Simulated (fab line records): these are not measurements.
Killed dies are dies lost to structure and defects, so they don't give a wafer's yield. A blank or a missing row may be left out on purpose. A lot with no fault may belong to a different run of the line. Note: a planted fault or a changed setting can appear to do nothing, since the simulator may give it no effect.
2 desks looking at one fault ; flow berkeley cmos170 ; each desk holds nothing but its own numbers, with what lay behind them at the end

METROLOGY DESK
What the gauges read, lot by lot, whatever tool the lot ran on: means of the sampled wafers that have a number. The brackets show how far a lot's mean lies from the usual mean; more than 4 standard deviations puts the lot out of limits, marked OUT.
Columns: A = cd nm at UCB170_M3_CD_MEAS_15, usual 699.7 nm
lot;first seen here;A
L950;day 9 19:17;701.0
L952;day 9 21:35;701.2
L953;day 10 12:15;699.6
L955;day 11 07:14;701.2
L954;day 11 08:14;700.5
L957;day 11 10:56;700.3
L958;day 11 11:54;699.7
L956;day 11 12:56;699.1
L959;day 11 19:30;697.6
L960;day 11 20:09;700.8
L964;day 12 10:09;699.8
L961;day 12 10:23;700.4
L967;day 13 03:40;707.2 (+5.8) OUT
L968;day 13 17:37;704.7
This desk finds L967 out of limits, L967 being first, at day 13 03:40 (cd nm at UCB170_M3_CD_MEAS_15). L950, L952, L953, L955, L954, L957, L958, L956, L959, L960, L964, L961, L968 stayed within limits.

FOR THE TOOL OWNER'S DESK: litho track-04
UCB170_M3_PEB_13, tool's own readings: per-lot mean of the sampled wafers with a number, covering each lot this tool ran. The brackets show how far a lot's mean lies from the usual mean; more than 4 standard deviations puts the lot out of limits, marked OUT.
Columns: A = heater power total W at UCB170_M3_PEB_13, usual 56.80 W
lot;first seen here;A
L954;day 11 07:58;56.78
L960;day 11 19:53;56.81
L961;day 12 10:07;56.83
L967;day 13 03:23;59.01 (+44) OUT
L968;day 13 17:18;59.01 (+44) OUT
This desk finds L967, L968 out of limits, L967 being first, at day 13 03:23 (heater power total W at UCB170_M3_PEB_13). L954, L960, L961 stayed within limits.

TAKEN TOGETHER
On L967, L968, at day 13 03:23, an alarm was possible from the tool owner's desk.
Metrology desk: alarm possible at day 13 03:40 on L967.
The metrology desk has L968 on record, within its limits.
The lots listed all ran UCB170_M3_PEB_13 on litho track-04.

WHAT WAS PUT IN BY THE SIMULATOR
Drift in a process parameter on litho track-04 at UCB170_M3_PEB_13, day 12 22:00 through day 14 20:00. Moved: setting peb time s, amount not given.
Struck lots among those shown: L967, L968.
Fault start to first reading out of limits, in hours, per desk: tool owner, 5; metrology, 6.
